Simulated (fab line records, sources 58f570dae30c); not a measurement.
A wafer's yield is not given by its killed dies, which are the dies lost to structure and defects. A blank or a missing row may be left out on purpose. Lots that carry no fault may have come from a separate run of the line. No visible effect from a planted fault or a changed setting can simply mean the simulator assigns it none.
8D (eight disciplines) problem report, filled in by code    flow berkeley cmos170    the parts of the form that need people (team, actions taken, sign-off) are left out

== 1. WHAT WENT WRONG ==
Mean of cd nm at UCB170_M1_CD_MEAS_09: 691.6 nm across 6 wafers in 2 lots; on wafers with no fault it is 699.7 nm (standard deviation 1.2). That is -6.8 standard deviations from the usual mean.
The step: target cd 700 nm.
Seen first at day 11 16:20 on cd sem-02, wafer L464.4. The record has a number at this step for 42 wafers belonging to 14 lots. Rule for "out" (also "out of limits"): further than 4 standard deviations from the usual mean. The other wafers with a number count as sound.

== 2. WHAT IT IS; WHAT IT IS NOT ==
question                     is                      is not
which readings at this step  cd nm                   -
which lots                   L463, L464              L443, L445, L446, L447, L448, L451, L452, L454, L455, L458, L459, L465
which wafers of those lots   all that have a number  -
read on which gauges         cd sem-02               cd sem-01
when                         from day 11 16:20       up to then (33 sound wafers); but 3 sound wafers of L465 came after

== 3. SUSPECTS, AND WHAT RULES EACH OUT ==
Counting: a tool at any process step up to the reading remains a suspect when it ran all the lots that are out and ran no sound lot after the first of those.
- the gauge at UCB170_M1_CD_MEAS_09: kept. All the wafers that are out were read on cd sem-02, and no step on other tools shows them out.
- plasma asher-04 at UCB170_CONTACT_STRIP_06 (strips in O2): kept. All lots that are out passed through it, beginning with L464 at day 11 12:57, and no sound lot followed; its final sound lot before that point was L454 at day 8 19:18.
- litho track-03 at UCB170_M1_PEB_07: kept. All lots that are out passed through it, beginning with L464 at day 11 16:05, and no sound lot followed; its final sound lot before that point was L458 at day 9 22:43.
After the count, these remain: plasma asher-04 at UCB170_CONTACT_STRIP_06, litho track-03 at UCB170_M1_PEB_07 and cd sem-02 at UCB170_M1_CD_MEAS_09.

== 4. THE CAUSE (what the simulator had put in) ==
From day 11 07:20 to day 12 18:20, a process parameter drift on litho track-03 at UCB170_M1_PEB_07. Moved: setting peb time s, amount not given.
Of the 3 suspects that counting leaves, this tool is one.

== 5. THE CHAIN OF EFFECTS, in route order ==
Each row: a reading where the mean over the struck wafers with a number is more than 3 standard deviations away from the usual. Scope: only readings with a usual standard deviation given in the record; hours: median across lots of the time from each lot's start at the first step in this table that gives one to its start at this step; sigmas: change in usual standard deviations.
hours  step                  reading  usual     on struck wafers  change  sigmas
0      UCB170_M1_CD_MEAS_09  cd nm    699.7 nm  691.6             -8.1    -6.8

== 6. HOW IT WOULD HAVE BEEN CAUGHT EARLIER ==
Counted from the fault's start at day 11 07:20, it took 9 hours until the first out-of-limits reading at a measuring or inspecting step in this record, taken at day 11 16:20.
L463, from the lots that are out (2), started UCB170_M1_PEB_07 on litho track-03 later than day 11 16:20. Putting the tool on hold at that point would have spared it.
